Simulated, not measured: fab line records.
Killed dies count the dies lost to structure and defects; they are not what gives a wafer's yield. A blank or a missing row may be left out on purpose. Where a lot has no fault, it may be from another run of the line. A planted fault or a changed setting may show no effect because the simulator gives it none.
Problem report in the 8D (eight disciplines) form, filled by code    flow rit_cmos    the parts of the form that need people (team, actions taken, sign-off) are left out

1. PROBLEM STATEMENT
Across 3 wafers from 2 lots, M1_AL_RS at RIT_M1_RS_MEAS_01 averages 0.1190 ohm/sq, while fault-free wafers read 0.0736 ohm/sq with a standard deviation of 0.00073. That puts it +62 standard deviations away from the usual mean.
The step: measures by four-point-probe.
The first sign was on wafer L472.2 at day 5 09:28, on film_metro-03. The record has a number at this step for 18 wafers belonging to 6 lots. By rule, "out" or "out of limits" means more than 4 standard deviations away from the usual mean. The other wafers with a number count as sound.

2. WHAT IT IS AND WHAT IT IS NOT
question                     is                      is not
which readings at this step  M1_AL_RS                -
which lots                   L472, L475              L463, L468, L473, L483
which wafers of those lots   L472.2, L475.3, L475.5  L472.3, L472.6, L475.1
read on which gauges         film_metro-03           film_metro-01, film_metro-04
when                         from day 5 09:28        up to then (8 sound wafers); but 7 sound wafers of L473, L475, L483 came after

3. THE SUSPECTS, EACH WITH WHAT RULES IT OUT
Counting: if a tool at a process step up to the reading ran every lot that is out, it stays a suspect. Sound lots after the first of them don't rule it out here, since some wafers of a struck lot are sound.
- ruled out: the gauge at RIT_M1_RS_MEAS_01. All the wafers that are out were read on film_metro-03, but those of them that RIT_M1_SPUTTER_00 has rows for are out there too, on other tools.
- rie_diel-03 at RIT_CONTACT_ETCH_11 (etches SiO2 in CHF3/CF4/Ar, stops on TiSi2, target depth 480 nm, time 320 s): kept. It ran every lot that is out, first L472 (day 5 08:03).
- pvd_sputter-03 at RIT_M1_SPUTTER_00 (material Al, target thk 400 nm, time 500 s): kept. Ran every lot that is out, first one L472 (day 5 09:09); last sound lot up to then L468 (day 4 20:23). Its own cathode_dc_power_W readings are out on those wafers.
- Within rie_diel-03 at RIT_CONTACT_ETCH_11: the wafers that are out ran in chambers 0, 2; their sound lot-mates ran in chambers 1, 3.
What counting leaves: rie_diel-03 at RIT_CONTACT_ETCH_11 and pvd_sputter-03 at RIT_M1_SPUTTER_00.

4. THE CAUSE (what the simulator had put in)
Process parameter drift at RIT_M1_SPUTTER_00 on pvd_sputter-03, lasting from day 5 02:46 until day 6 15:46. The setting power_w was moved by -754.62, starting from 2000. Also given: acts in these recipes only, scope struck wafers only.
Counting left 2 suspects, and this tool is among them.

5. THE CHAIN OF EFFECTS, in route order
Rows list readings where the struck wafers' mean (over those with a number) sits beyond 3 standard deviations from the usual. Only readings whose record carries a usual standard deviation are examined. hours: median over the lots of the time between each lot's start at the first step of this table that gives one and its start at this step. sigmas: the change, counted in usual standard deviations.
hours  step                  reading             usual          on struck wafers  change   sigmas
0      RIT_M1_SPUTTER_00     cathode_dc_power_W  2000.0 W       1245.1            -754.9   -99 or more
0      RIT_M1_RS_MEAS_01     M1_AL_RS            0.0736 ohm/sq  0.1190            +0.0454  +62
7      RIT_M1_THK_MEAS_02    M1_AL_THK           401 nm         253               -148     -34
10     RIT_M1_METAL_ETCH_12  oes_product_au      0.768 a.u.     0.610             -0.158   -13
The process steps in it:
- RIT_M1_SPUTTER_00: material Al, target thk 400 nm, time 500 s.
- RIT_M1_METAL_ETCH_12: etches Al in Cl2/BCl3, stops on SiO2, time 165 s, target depth 600 nm.
Later steps that measure or inspect, where all struck wafers having a row at the step show a number for every such reading and not one has moved that far: RIT_M1_CD_MEAS_09, RIT_M1_OVL_MEAS_10.

6. HOW IT WOULD HAVE BEEN CAUGHT EARLIER
In this record the first reading out of limits at a measuring or inspecting step was taken at day 5 09:28, 7 hours after the fault began at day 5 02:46.
Tool's own readings at RIT_M1_SPUTTER_00, cathode_dc_power_W: out on all struck wafers the step has rows for; an alarm limit on them would have tripped on the first.
Among the 2 lots that are out, L475 began RIT_M1_SPUTTER_00 on pvd_sputter-03 after day 5 09:28. Holding the tool at that time would have saved it.
